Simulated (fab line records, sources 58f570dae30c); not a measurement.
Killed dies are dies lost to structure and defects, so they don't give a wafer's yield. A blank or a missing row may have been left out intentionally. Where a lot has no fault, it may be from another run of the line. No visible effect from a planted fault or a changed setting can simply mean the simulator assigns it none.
fab line records || flow berkeley-cmos170
record: {"lots": 14, "wafers": 42, "last-day": 13}
route steps=331 shown M1@250
lots with no fault: from the same line, run without faults
start-h: the number of hours between the record's first day and the start of the first shown wafer of the lot || wait-h: hours from the lot's prior step to this one || " identical to the entry in the row above || L1.1+2: a single row standing in for several wafers || - no value, or no start was given || * or withheld: withheld || < > ~ a bound
route shown NAME@n: a module of which the file shows steps, and the number in the route of the first || usual: average and standard deviation across the fault-free wafers || same: alike in all rows || chamber/n: place in a boat || sites: per-site readings || _std_site: the values' standard deviation || _edge_site: inner sites' mean taken away from outer sites' mean || radius-mm: how far each site lies from the wafer's centre || mask NAME#n: copy n || behind: the tool/chamber that last shaped the wafer || hold: reason for holding the lot/hours on hold/outcome of the hold || device: the n, p or np transistor that did not switch || end of line: the tests these same wafers got at the end of their route || where a step has no rows: the recipe by itself || killed: at the first sort, the dies lost to defects and structure; wafer yield is something else || map: shows each die of a wafer: x if killed, . if not, _ if none is there
set.NAME: the setting the step ran with; set.NAME@STEP: the setting that earlier step ran with || model.NAME: the simulator's own value behind a step, which no gauge read
one table for each step of the route and one row for each wafer, over a sample of lots
services: the hour from which a tool's chamber was out of use, counted from the record's first day as start-h (under 0 if before that day), plus the number of hours and why
== steps ==
step: UCB170_M1_METAL_ETCH_12
recipe: {"chemistry": "Cl2/BCl3", "target": "Al", "stop-on": "PSG", "pressure-mtorr": 12, "target-depth-a": 7800, "over-etch-frac": 0.3, "time-s": 130, "icp-w": 600, "bias-w": 120, "Cl2_flow_sccm": 90, "bcl3-flow-sccm": 45}
usual: {"bias-w": "120.0/0.36", "drypump-motor-current-A": "5.6/0.35", "oes-product-au": "0.852/0.013", "over-etch-frac": "0.3/0", "throttle-valve-pct": "24.26/0.17"}
{"lot.wafer": "L852.2", "tool": "rie-metal-02", "chamber": 1, "start-h": 179.55, "wait-h": "-", "bias-w": 119.9, "drypump-motor-current-A": 5.0, "oes-product-au": 0.867, "over-etch-frac": 0.3, "rf-hours-counter-h": 10, "throttle-valve-pct": 24.25}
{"lot.wafer": "L852.5", "tool": "rie-metal-02", "chamber": 0, "start-h": 179.55, "wait-h": "-", "bias-w": 120.7, "drypump-motor-current-A": 5.5, "oes-product-au": 0.863, "over-etch-frac": 0.3, "rf-hours-counter-h": "-", "throttle-valve-pct": 24.36}
{"lot.wafer": "L852.6", "tool": "rie-metal-02", "chamber": 1, "start-h": 179.55, "wait-h": "-", "bias-w": 120.7, "drypump-motor-current-A": 5.0, "oes-product-au": 0.864, "over-etch-frac": 0.3, "rf-hours-counter-h": "-", "throttle-valve-pct": 24.25}
{"lot.wafer": "L854.2", "tool": "rie-metal-03", "chamber": 0, "start-h": 179.79, "wait-h": "-", "bias-w": 120.2, "drypump-motor-current-A": 5.4, "oes-product-au": 0.862, "over-etch-frac": 0.3, "rf-hours-counter-h": 14, "throttle-valve-pct": 23.98}
{"lot.wafer": "L854.4", "tool": "rie-metal-03", "chamber": 0, "start-h": 179.79, "wait-h": "-", "bias-w": 120.3, "drypump-motor-current-A": 5.4, "oes-product-au": 0.867, "over-etch-frac": 0.3, "rf-hours-counter-h": "-", "throttle-valve-pct": 24.00}
{"lot.wafer": "L854.6", "tool": "rie-metal-03", "chamber": 1, "start-h": 179.79, "wait-h": "-", "bias-w": 119.3, "drypump-motor-current-A": 6.1, "oes-product-au": 0.839, "over-etch-frac": 0.3, "rf-hours-counter-h": "-", "throttle-valve-pct": 24.49}
{"lot.wafer": "L855.3", "tool": "rie-metal-04", "chamber": 0, "start-h": 180.08, "wait-h": "-", "bias-w": 120.2, "drypump-motor-current-A": 5.8, "oes-product-au": 0.842, "over-etch-frac": 0.3, "rf-hours-counter-h": "-", "throttle-valve-pct": 24.23}
{"lot.wafer": "L855.4", "tool": "rie-metal-04", "chamber": 1, "start-h": 180.08, "wait-h": "-", "bias-w": 120.0, "drypump-motor-current-A": 5.7, "oes-product-au": 0.848, "over-etch-frac": 0.3, "rf-hours-counter-h": "-", "throttle-valve-pct": 24.15}
{"lot.wafer": "L855.5", "tool": "rie-metal-04", "chamber": 0, "start-h": 180.08, "wait-h": "-", "bias-w": 120.8, "drypump-motor-current-A": 5.8, "oes-product-au": 0.856, "over-etch-frac": 0.3, "rf-hours-counter-h": "-", "throttle-valve-pct": 24.23}
{"lot.wafer": "L853.1", "tool": "rie-metal-02", "chamber": 1, "start-h": 180.28, "wait-h": "-", "bias-w": 119.7, "drypump-motor-current-A": 5.0, "oes-product-au": 0.859, "over-etch-frac": 0.3, "rf-hours-counter-h": 10, "throttle-valve-pct": 24.26}
{"lot.wafer": "L853.3", "tool": "rie-metal-02", "chamber": 1, "start-h": 180.28, "wait-h": "-", "bias-w": 119.7, "drypump-motor-current-A": 5.0, "oes-product-au": 0.863, "over-etch-frac": 0.3, "rf-hours-counter-h": "-", "throttle-valve-pct": 24.24}
{"lot.wafer": "L853.4", "tool": "rie-metal-02", "chamber": 0, "start-h": 180.28, "wait-h": "-", "bias-w": 120.1, "drypump-motor-current-A": 5.5, "oes-product-au": 0.862, "over-etch-frac": 0.3, "rf-hours-counter-h": "-", "throttle-valve-pct": 24.37}
{"lot.wafer": "L857.4", "tool": "rie-metal-04", "chamber": 1, "start-h": 196.92, "wait-h": "-", "bias-w": 120.5, "drypump-motor-current-A": 5.7, "oes-product-au": 0.858, "over-etch-frac": 0.3, "rf-hours-counter-h": "-", "throttle-valve-pct": 24.14}
{"lot.wafer": "L857.5", "tool": "rie-metal-04", "chamber": 1, "start-h": 196.92, "wait-h": "-", "bias-w": 119.9, "drypump-motor-current-A": 5.7, "oes-product-au": 0.862, "over-etch-frac": 0.3, "rf-hours-counter-h": "-", "throttle-valve-pct": 24.15}
{"lot.wafer": "L857.6", "tool": "rie-metal-04", "chamber": 0, "start-h": 196.92, "wait-h": "-", "bias-w": 120.4, "drypump-motor-current-A": 5.8, "oes-product-au": 0.852, "over-etch-frac": 0.3, "rf-hours-counter-h": "-", "throttle-valve-pct": 24.22}
{"lot.wafer": "L856.1", "tool": "rie-metal-02", "chamber": 0, "start-h": 197.85, "wait-h": "-", "bias-w": 120.1, "drypump-motor-current-A": 5.5, "oes-product-au": 0.863, "over-etch-frac": 0.3, "rf-hours-counter-h": 13, "throttle-valve-pct": 24.39}
{"lot.wafer": "L856.4", "tool": "rie-metal-02", "chamber": 1, "start-h": 197.85, "wait-h": "-", "bias-w": 119.6, "drypump-motor-current-A": 5.0, "oes-product-au": 0.860, "over-etch-frac": 0.3, "rf-hours-counter-h": "-", "throttle-valve-pct": 24.25}
{"lot.wafer": "L856.5", "tool": "rie-metal-02", "chamber": 0, "start-h": 197.85, "wait-h": "-", "bias-w": 120.0, "drypump-motor-current-A": 5.4, "oes-product-au": 0.859, "over-etch-frac": 0.3, "rf-hours-counter-h": "-", "throttle-valve-pct": 24.37}
{"lot.wafer": "L863.1", "tool": "rie-metal-02", "chamber": 1, "start-h": 225.04, "wait-h": "-", "bias-w": 120.1, "drypump-motor-current-A": 5.0, "oes-product-au": 0.783, "over-etch-frac": 0.55297, "rf-hours-counter-h": 11, "throttle-valve-pct": 24.29}
{"lot.wafer": "L863.2", "tool": "rie-metal-02", "chamber": 0, "start-h": 225.04, "wait-h": "-", "bias-w": 119.9, "drypump-motor-current-A": 5.4, "oes-product-au": 0.871, "over-etch-frac": 0.3, "rf-hours-counter-h": 14, "throttle-valve-pct": 24.37}
{"lot.wafer": "L863.5", "tool": "rie-metal-02", "chamber": 1, "start-h": 225.04, "wait-h": "-", "bias-w": 119.7, "drypump-motor-current-A": 5.0, "oes-product-au": 0.789, "over-etch-frac": 0.55297, "rf-hours-counter-h": "-", "throttle-valve-pct": 24.28}
{"lot.wafer": "L865.1", "tool": "rie-metal-02", "chamber": 0, "start-h": 254.24, "wait-h": "-", "bias-w": 119.9, "drypump-motor-current-A": 5.4, "oes-product-au": 0.857, "over-etch-frac": 0.3, "rf-hours-counter-h": 15, "throttle-valve-pct": 24.38}
{"lot.wafer": "L865.3", "tool": "rie-metal-02", "chamber": 1, "start-h": 254.24, "wait-h": "-", "bias-w": 120.1, "drypump-motor-current-A": 5.0, "oes-product-au": 0.785, "over-etch-frac": 0.55297, "rf-hours-counter-h": "-", "throttle-valve-pct": 24.27}
{"lot.wafer": "L865.6", "tool": "rie-metal-02", "chamber": 1, "start-h": 254.24, "wait-h": "-", "bias-w": 120.5, "drypump-motor-current-A": 5.0, "oes-product-au": 0.775, "over-etch-frac": 0.55297, "rf-hours-counter-h": "-", "throttle-valve-pct": 24.30}
{"lot.wafer": "L869.1", "tool": "rie-metal-03", "chamber": 0, "start-h": 261.94, "wait-h": "-", "bias-w": 120.3, "drypump-motor-current-A": 5.4, "oes-product-au": 0.836, "over-etch-frac": 0.3, "rf-hours-counter-h": 1, "throttle-valve-pct": 23.97}
{"lot.wafer": "L869.3", "tool": "rie-metal-03", "chamber": 1, "start-h": 261.94, "wait-h": "-", "bias-w": 120.5, "drypump-motor-current-A": 6.1, "oes-product-au": 0.844, "over-etch-frac": 0.3, "rf-hours-counter-h": "-", "throttle-valve-pct": 24.51}
{"lot.wafer": "L869.4", "tool": "rie-metal-03", "chamber": 0, "start-h": 261.94, "wait-h": "-", "bias-w": 119.5, "drypump-motor-current-A": 5.4, "oes-product-au": 0.835, "over-etch-frac": 0.3, "rf-hours-counter-h": "-", "throttle-valve-pct": 23.96}
{"lot.wafer": "L870.3", "tool": "rie-metal-03", "chamber": 0, "start-h": 270.62, "wait-h": "-", "bias-w": 120.1, "drypump-motor-current-A": 5.4, "oes-product-au": 0.827, "over-etch-frac": 0.3, "rf-hours-counter-h": "-", "throttle-valve-pct": 23.95}
{"lot.wafer": "L870.4", "tool": "rie-metal-03", "chamber": 1, "start-h": 270.62, "wait-h": "-", "bias-w": 119.9, "drypump-motor-current-A": 6.1, "oes-product-au": 0.840, "over-etch-frac": 0.3, "rf-hours-counter-h": "-", "throttle-valve-pct": 24.50}
{"lot.wafer": "L870.6", "tool": "rie-metal-03", "chamber": 1, "start-h": 270.62, "wait-h": "-", "bias-w": 119.8, "drypump-motor-current-A": 6.1, "oes-product-au": 0.836, "over-etch-frac": 0.3, "rf-hours-counter-h": "-", "throttle-valve-pct": 24.51}
{"lot.wafer": "L873.1", "tool": "rie-metal-04", "chamber": 0, "start-h": 290.18, "wait-h": "-", "bias-w": 120.4, "drypump-motor-current-A": 5.8, "oes-product-au": 0.852, "over-etch-frac": 0.3, "rf-hours-counter-h": 12, "throttle-valve-pct": 24.25}
{"lot.wafer": "L873.2", "tool": "rie-metal-04", "chamber": 1, "start-h": 290.18, "wait-h": "-", "bias-w": 120.3, "drypump-motor-current-A": 5.7, "oes-product-au": 0.846, "over-etch-frac": 0.3, "rf-hours-counter-h": 6, "throttle-valve-pct": 24.16}
{"lot.wafer": "L873.3", "tool": "rie-metal-04", "chamber": 0, "start-h": 290.18, "wait-h": "-", "bias-w": 120.2, "drypump-motor-current-A": 5.8, "oes-product-au": 0.836, "over-etch-frac": 0.3, "rf-hours-counter-h": "-", "throttle-valve-pct": 24.22}
{"lot.wafer": "L874.1", "tool": "rie-metal-03", "chamber": 1, "start-h": 290.60, "wait-h": "-", "bias-w": 119.7, "drypump-motor-current-A": 6.1, "oes-product-au": 0.832, "over-etch-frac": 0.3, "rf-hours-counter-h": 11, "throttle-valve-pct": 24.50}
{"lot.wafer": "L874.3", "tool": "rie-metal-03", "chamber": 0, "start-h": 290.60, "wait-h": "-", "bias-w": 119.8, "drypump-motor-current-A": 5.4, "oes-product-au": 0.830, "over-etch-frac": 0.3, "rf-hours-counter-h": "-", "throttle-valve-pct": 23.96}
{"lot.wafer": "L874.4", "tool": "rie-metal-03", "chamber": 1, "start-h": 290.60, "wait-h": "-", "bias-w": 120.3, "drypump-motor-current-A": 6.1, "oes-product-au": 0.837, "over-etch-frac": 0.3, "rf-hours-counter-h": "-", "throttle-valve-pct": 24.50}
{"lot.wafer": "L871.2", "tool": "rie-metal-04", "chamber": 0, "start-h": 291.15, "wait-h": "-", "bias-w": 120.2, "drypump-motor-current-A": 5.8, "oes-product-au": 0.851, "over-etch-frac": 0.3, "rf-hours-counter-h": 12, "throttle-valve-pct": 24.21}
{"lot.wafer": "L871.3", "tool": "rie-metal-04", "chamber": 1, "start-h": 291.15, "wait-h": "-", "bias-w": 120.3, "drypump-motor-current-A": 5.7, "oes-product-au": 0.852, "over-etch-frac": 0.3, "rf-hours-counter-h": "-", "throttle-valve-pct": 24.17}
{"lot.wafer": "L871.5", "tool": "rie-metal-04", "chamber": 0, "start-h": 291.15, "wait-h": "-", "bias-w": 119.8, "drypump-motor-current-A": 5.8, "oes-product-au": 0.839, "over-etch-frac": 0.3, "rf-hours-counter-h": "-", "throttle-valve-pct": 24.20}
{"lot.wafer": "L875.1", "tool": "rie-metal-03", "chamber": 0, "start-h": 299.04, "wait-h": "-", "bias-w": 119.7, "drypump-motor-current-A": 5.5, "oes-product-au": 0.839, "over-etch-frac": 0.3, "rf-hours-counter-h": 2, "throttle-valve-pct": 23.96}
{"lot.wafer": "L875.2", "tool": "rie-metal-03", "chamber": 1, "start-h": 299.04, "wait-h": "-", "bias-w": 119.9, "drypump-motor-current-A": 6.1, "oes-product-au": 0.844, "over-etch-frac": 0.3, "rf-hours-counter-h": 12, "throttle-valve-pct": 24.50}
{"lot.wafer": "L875.6", "tool": "rie-metal-03", "chamber": 0, "start-h": 299.04, "wait-h": "-", "bias-w": 119.6, "drypump-motor-current-A": 5.4, "oes-product-au": 0.832, "over-etch-frac": 0.3, "rf-hours-counter-h": "-", "throttle-valve-pct": 23.94}
step: UCB170_M1_STRIP_13
recipe: {"chemistry": "O2", "power-w": 400, "pressure-mtorr": 3500, "platen-temp-c": "withheld", "o2-flow-sccm": 400, "overash-fraction": 0.5}
usual: {"drypump-motor-current-A": "5.7/0.43", "oes-product-au": "0.721/0.0047"}
{"lot.wafer": "L852.2", "tool": "plasma-asher-01", "chamber": 1, "start-h": 179.69, "wait-h": 0.1, "drypump-motor-current-A": 5.8, "oes-product-au": 0.712, "rf-hours-counter-h": 52}
{"lot.wafer": "L852.5", "tool": "plasma-asher-01", "chamber": 0, "start-h": 179.69, "wait-h": 0.1, "drypump-motor-current-A": 5.5, "oes-product-au": 0.727, "rf-hours-counter-h": "-"}
{"lot.wafer": "L852.6", "tool": "plasma-asher-01", "chamber": 1, "start-h": 179.69, "wait-h": 0.1, "drypump-motor-current-A": 5.8, "oes-product-au": 0.721, "rf-hours-counter-h": "-"}
{"lot.wafer": "L854.2", "tool": "plasma-asher-02", "chamber": 1, "start-h": 179.93, "wait-h": 0.1, "drypump-motor-current-A": 6.6, "oes-product-au": 0.724, "rf-hours-counter-h": 50}
{"lot.wafer": "L854.4", "tool": "plasma-asher-02", "chamber": 1, "start-h": 179.93, "wait-h": 0.1, "drypump-motor-current-A": 6.6, "oes-product-au": 0.725, "rf-hours-counter-h": "-"}
{"lot.wafer": "L854.6", "tool": "plasma-asher-02", "chamber": 0, "start-h": 179.93, "wait-h": 0.1, "drypump-motor-current-A": 5.2, "oes-product-au": 0.719, "rf-hours-counter-h": "-"}
{"lot.wafer": "L855.3", "tool": "plasma-asher-01", "chamber": 1, "start-h": 180.20, "wait-h": 0.1, "drypump-motor-current-A": 5.7, "oes-product-au": 0.723, "rf-hours-counter-h": "-"}
{"lot.wafer": "L855.4", "tool": "plasma-asher-01", "chamber": 0, "start-h": 180.20, "wait-h": 0.1, "drypump-motor-current-A": 5.5, "oes-product-au": 0.726, "rf-hours-counter-h": "-"}
{"lot.wafer": "L855.5", "tool": "plasma-asher-01", "chamber": 0, "start-h": 180.20, "wait-h": 0.1, "drypump-motor-current-A": 5.5, "oes-product-au": 0.720, "rf-hours-counter-h": "-"}
{"lot.wafer": "L853.1", "tool": "plasma-asher-02", "chamber": 0, "start-h": 180.41, "wait-h": 0.1, "drypump-motor-current-A": 5.2, "oes-product-au": 0.719, "rf-hours-counter-h": 50}
{"lot.wafer": "L853.3", "tool": "plasma-asher-02", "chamber": 0, "start-h": 180.41, "wait-h": 0.1, "drypump-motor-current-A": 5.2, "oes-product-au": 0.716, "rf-hours-counter-h": "-"}
{"lot.wafer": "L853.4", "tool": "plasma-asher-02", "chamber": 1, "start-h": 180.41, "wait-h": 0.1, "drypump-motor-current-A": 6.6, "oes-product-au": 0.727, "rf-hours-counter-h": "-"}
{"lot.wafer": "L857.4", "tool": "plasma-asher-01", "chamber": 0, "start-h": 197.05, "wait-h": 0.1, "drypump-motor-current-A": 5.5, "oes-product-au": 0.720, "rf-hours-counter-h": "-"}
{"lot.wafer": "L857.5", "tool": "plasma-asher-01", "chamber": 0, "start-h": 197.05, "wait-h": 0.1, "drypump-motor-current-A": 5.5, "oes-product-au": 0.729, "rf-hours-counter-h": "-"}
{"lot.wafer": "L857.6", "tool": "plasma-asher-01", "chamber": 1, "start-h": 197.05, "wait-h": 0.1, "drypump-motor-current-A": 5.8, "oes-product-au": 0.715, "rf-hours-counter-h": "-"}
{"lot.wafer": "L856.1", "tool": "plasma-asher-02", "chamber": 1, "start-h": 197.98, "wait-h": 0.1, "drypump-motor-current-A": 6.6, "oes-product-au": 0.716, "rf-hours-counter-h": 52}
{"lot.wafer": "L856.4", "tool": "plasma-asher-02", "chamber": 1, "start-h": 197.98, "wait-h": 0.1, "drypump-motor-current-A": 6.5, "oes-product-au": 0.721, "rf-hours-counter-h": "-"}
{"lot.wafer": "L856.5", "tool": "plasma-asher-02", "chamber": 0, "start-h": 197.98, "wait-h": 0.1, "drypump-motor-current-A": 5.2, "oes-product-au": 0.716, "rf-hours-counter-h": "-"}
{"lot.wafer": "L863.1", "tool": "plasma-asher-02", "chamber": 1, "start-h": 225.18, "wait-h": 0.1, "drypump-motor-current-A": 6.6, "oes-product-au": 0.684, "rf-hours-counter-h": 55}
{"lot.wafer": "L863.2", "tool": "plasma-asher-02", "chamber": 0, "start-h": 225.18, "wait-h": 0.1, "drypump-motor-current-A": 5.2, "oes-product-au": 0.729, "rf-hours-counter-h": 55}
{"lot.wafer": "L863.5", "tool": "plasma-asher-02", "chamber": 1, "start-h": 225.18, "wait-h": 0.1, "drypump-motor-current-A": 6.6, "oes-product-au": 0.701, "rf-hours-counter-h": "-"}
{"lot.wafer": "L865.1", "tool": "plasma-asher-01", "chamber": 0, "start-h": 254.38, "wait-h": 0.1, "drypump-motor-current-A": 5.5, "oes-product-au": 0.725, "rf-hours-counter-h": 59}
{"lot.wafer": "L865.3", "tool": "plasma-asher-01", "chamber": 1, "start-h": 254.38, "wait-h": 0.1, "drypump-motor-current-A": 5.8, "oes-product-au": 0.683, "rf-hours-counter-h": "-"}
{"lot.wafer": "L865.6", "tool": "plasma-asher-01", "chamber": 0, "start-h": 254.38, "wait-h": 0.1, "drypump-motor-current-A": 5.5, "oes-product-au": 0.685, "rf-hours-counter-h": "-"}
{"lot.wafer": "L869.1", "tool": "plasma-asher-02", "chamber": 1, "start-h": 262.07, "wait-h": 0.1, "drypump-motor-current-A": 6.6, "oes-product-au": 0.730, "rf-hours-counter-h": 60}
{"lot.wafer": "L869.3", "tool": "plasma-asher-02", "chamber": 1, "start-h": 262.07, "wait-h": 0.1, "drypump-motor-current-A": 6.6, "oes-product-au": 0.723, "rf-hours-counter-h": "-"}
{"lot.wafer": "L869.4", "tool": "plasma-asher-02", "chamber": 0, "start-h": 262.07, "wait-h": 0.1, "drypump-motor-current-A": 5.2, "oes-product-au": 0.717, "rf-hours-counter-h": "-"}
{"lot.wafer": "L870.3", "tool": "plasma-asher-01", "chamber": 1, "start-h": 270.74, "wait-h": 0.1, "drypump-motor-current-A": 5.8, "oes-product-au": 0.714, "rf-hours-counter-h": "-"}
{"lot.wafer": "L870.4", "tool": "plasma-asher-01", "chamber": 0, "start-h": 270.74, "wait-h": 0.1, "drypump-motor-current-A": 5.5, "oes-product-au": 0.718, "rf-hours-counter-h": "-"}
{"lot.wafer": "L870.6", "tool": "plasma-asher-01", "chamber": 0, "start-h": 270.74, "wait-h": 0.1, "drypump-motor-current-A": 5.5, "oes-product-au": 0.722, "rf-hours-counter-h": "-"}
{"lot.wafer": "L873.1", "tool": "plasma-asher-04", "chamber": 1, "start-h": 290.31, "wait-h": 0.1, "drypump-motor-current-A": 5.6, "oes-product-au": 0.728, "rf-hours-counter-h": 10}
{"lot.wafer": "L873.2", "tool": "plasma-asher-04", "chamber": 0, "start-h": 290.31, "wait-h": 0.1, "drypump-motor-current-A": 5.4, "oes-product-au": 0.720, "rf-hours-counter-h": 10}
{"lot.wafer": "L873.3", "tool": "plasma-asher-04", "chamber": 1, "start-h": 290.31, "wait-h": 0.1, "drypump-motor-current-A": 5.6, "oes-product-au": 0.717, "rf-hours-counter-h": "-"}
{"lot.wafer": "L874.1", "tool": "plasma-asher-01", "chamber": 1, "start-h": 290.73, "wait-h": 0.1, "drypump-motor-current-A": 5.8, "oes-product-au": 0.731, "rf-hours-counter-h": 63}
{"lot.wafer": "L874.3", "tool": "plasma-asher-01", "chamber": 1, "start-h": 290.73, "wait-h": 0.1, "drypump-motor-current-A": 5.8, "oes-product-au": 0.722, "rf-hours-counter-h": "-"}
{"lot.wafer": "L874.4", "tool": "plasma-asher-01", "chamber": 0, "start-h": 290.73, "wait-h": 0.1, "drypump-motor-current-A": 5.5, "oes-product-au": 0.723, "rf-hours-counter-h": "-"}
{"lot.wafer": "L871.2", "tool": "plasma-asher-02", "chamber": 1, "start-h": 291.28, "wait-h": 0.1, "drypump-motor-current-A": 6.6, "oes-product-au": 0.721, "rf-hours-counter-h": 63}
{"lot.wafer": "L871.3", "tool": "plasma-asher-02", "chamber": 0, "start-h": 291.28, "wait-h": 0.1, "drypump-motor-current-A": 5.3, "oes-product-au": 0.724, "rf-hours-counter-h": "-"}
{"lot.wafer": "L871.5", "tool": "plasma-asher-02", "chamber": 1, "start-h": 291.28, "wait-h": 0.1, "drypump-motor-current-A": 6.6, "oes-product-au": 0.712, "rf-hours-counter-h": "-"}
{"lot.wafer": "L875.1", "tool": "plasma-asher-01", "chamber": 1, "start-h": 299.17, "wait-h": 0.1, "drypump-motor-current-A": 5.7, "oes-product-au": 0.718, "rf-hours-counter-h": 63}
{"lot.wafer": "L875.2", "tool": "plasma-asher-01", "chamber": 0, "start-h": 299.17, "wait-h": 0.1, "drypump-motor-current-A": 5.5, "oes-product-au": 0.713, "rf-hours-counter-h": 63}
{"lot.wafer": "L875.6", "tool": "plasma-asher-01", "chamber": 1, "start-h": 299.17, "wait-h": 0.1, "drypump-motor-current-A": 5.8, "oes-product-au": 0.718, "rf-hours-counter-h": "-"}
== services ==
{"tool": "rie-metal-03", "chamber": 0, "start-h": 199.62, "hours": "-", "kind": "clean"}
{"tool": "rie-metal-03", "chamber": 0, "start-h": 199.62, "hours": 24.0, "kind": "scheduled-down"}
{"tool": "rie-metal-03", "chamber": 0, "start-h": 199.62, "hours": 24.0, "kind": "vent-cycle"}
{"tool": "plasma-asher-04", "chamber": "-", "start-h": 199.70, "hours": 1.4, "kind": "repair"}
{"tool": "plasma-asher-01", "chamber": "-", "start-h": 222.48, "hours": 9.4, "kind": "repair"}
{"tool": "plasma-asher-01", "chamber": "-", "start-h": 273.88, "hours": 2.3, "kind": "repair"}
{"tool": "rie-metal-02", "chamber": 1, "start-h": 282.72, "hours": 1.1, "kind": "repair"}
{"tool": "plasma-asher-01", "chamber": "-", "start-h": 291.17, "hours": 1.5, "kind": "repair"}
{"tool": "rie-metal-03", "chamber": "-", "start-h": 292.87, "hours": 2.8, "kind": "pm"}
== key ==
first-sign: {"step": "UCB170_M1_METAL_ETCH_12", "reading": "over-etch-frac", "direction": "up", "sigmas": "99+", "usual": 0.3, "struck": 0.55297}
effect: {"step": "UCB170_M1_METAL_ETCH_12", "reading": "oes-product-au", "direction": "down", "sigmas": 5.3, "usual": 0.852, "struck": 0.783}
effect: {"step": "UCB170_M1_STRIP_13", "reading": "oes-product-au", "direction": "down", "sigmas": 6.8, "usual": 0.721, "struck": 0.688}
met-at UCB170_M1_METAL_ETCH_12
struck-lots L863,L865
struck-wafers L863.1,L863.5,L865.3,L865.6
onset-between 197.85 225.04
fault: {"kind": "process-parameter-drift", "tool": "rie-metal-02", "chamber": 1, "onset-h": 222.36, "steps": "UCB170_M1_METAL_ETCH_12", "channel": "over-etch-frac", "offset": 0.25297, "shape": "step", "end-h": 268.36, "acts-in": "these-recipes-only", "stated": 0.3}
